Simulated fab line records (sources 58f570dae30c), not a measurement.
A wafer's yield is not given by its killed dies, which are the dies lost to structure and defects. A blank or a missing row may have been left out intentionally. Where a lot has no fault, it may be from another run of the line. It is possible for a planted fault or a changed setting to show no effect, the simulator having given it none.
8D (eight disciplines) problem report, filled in by code -- flow berkeleyCmos170 -- the parts of the form that need people (team, actions taken, sign-off) are left out

== 1. THE ISSUE ==
Mean of oesProductAu at UCB170_PVT_STRIP_08: 0.859 a.u. across 6 wafers in 2 lots; on wafers with no fault it is 0.735 a.u. (standard deviation 0.0042). That is +29 standard deviations from the usual mean.
The step: strips in O2.
First seen on wafer L749.1, day 9 03:04, on plasmaAsher-04. The record has a number at this step for 42 wafers belonging to 14 lots. The rule behind "out" and "out of limits": a value lying over 4 standard deviations away from the usual mean. The rest of the wafers with a number are treated as sound.

== 2. WHAT IT IS, AND WHAT IT ISN'T ==
question,is,is not
which readings at this step,oesProductAu,stripTimeToEndpointS
which lots,"L749, L753","L736, L737, L738, L739, L740, L742, L743, L744, L745, L746, L755, L757"
which wafers of those lots,all that have a number,-
read on which tools,plasmaAsher-04,"plasmaAsher-01, plasmaAsher-03"
when,from day 9 03:04,"up to then (30 sound wafers); but 6 sound wafers of L755, L757 came after"

== 3. THE SUSPECTS, EACH WITH WHAT RULES IT OUT ==
Counting: a tool at a process step up to the reading stays a suspect if it ran every lot that is out and no sound lot after the first of them.
- plasmaAsher-04 at UCB170_PVT_STRIP_08 (strips in O2): kept. Every lot that is out went through it, starting with L749 (day 9 03:04), and after that it ran no sound lot; the last sound lot it ran before then is L746 (day 8 04:21). Its own readings are out on those wafers: oesProductAu.
The count leaves plasmaAsher-04 at UCB170_PVT_STRIP_08.

== 4. THE CAUSE (what the simulator had put in) ==
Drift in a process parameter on plasmaAsher-04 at UCB170_PVT_STRIP_08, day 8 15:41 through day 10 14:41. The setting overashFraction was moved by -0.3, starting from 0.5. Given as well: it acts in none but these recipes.
After counting, this tool was the only one left.

== 5. SEQUENCE OF EFFECTS, ordered by route ==
One row per reading whose mean, taken over the struck wafers that have a number, lies over 3 standard deviations from the usual. Only readings whose record carries a usual standard deviation are examined. hours: median over the lots of the time between each lot's start at the first step of this table that gives one and its start at this step. sigmas: the change, counted in usual standard deviations.
hours,step,reading,usual,on struck wafers,change,sigmas
0,UCB170_PVT_STRIP_08,oesProductAu,0.735 a.u.,0.859,+0.124,+29
It contains these process steps:
- UCB170_PVT_STRIP_08: strips in O2.
Later steps that measure or inspect, where all struck wafers having a row at the step show a number for every such reading and not one has moved that far: UCB170_GATE_THK_MEAS_02.

== 6. HOW IT WOULD HAVE BEEN CAUGHT EARLIER ==
In this record the first reading out of limits was taken at day 9 03:04, 11 hours after the fault began at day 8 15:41.
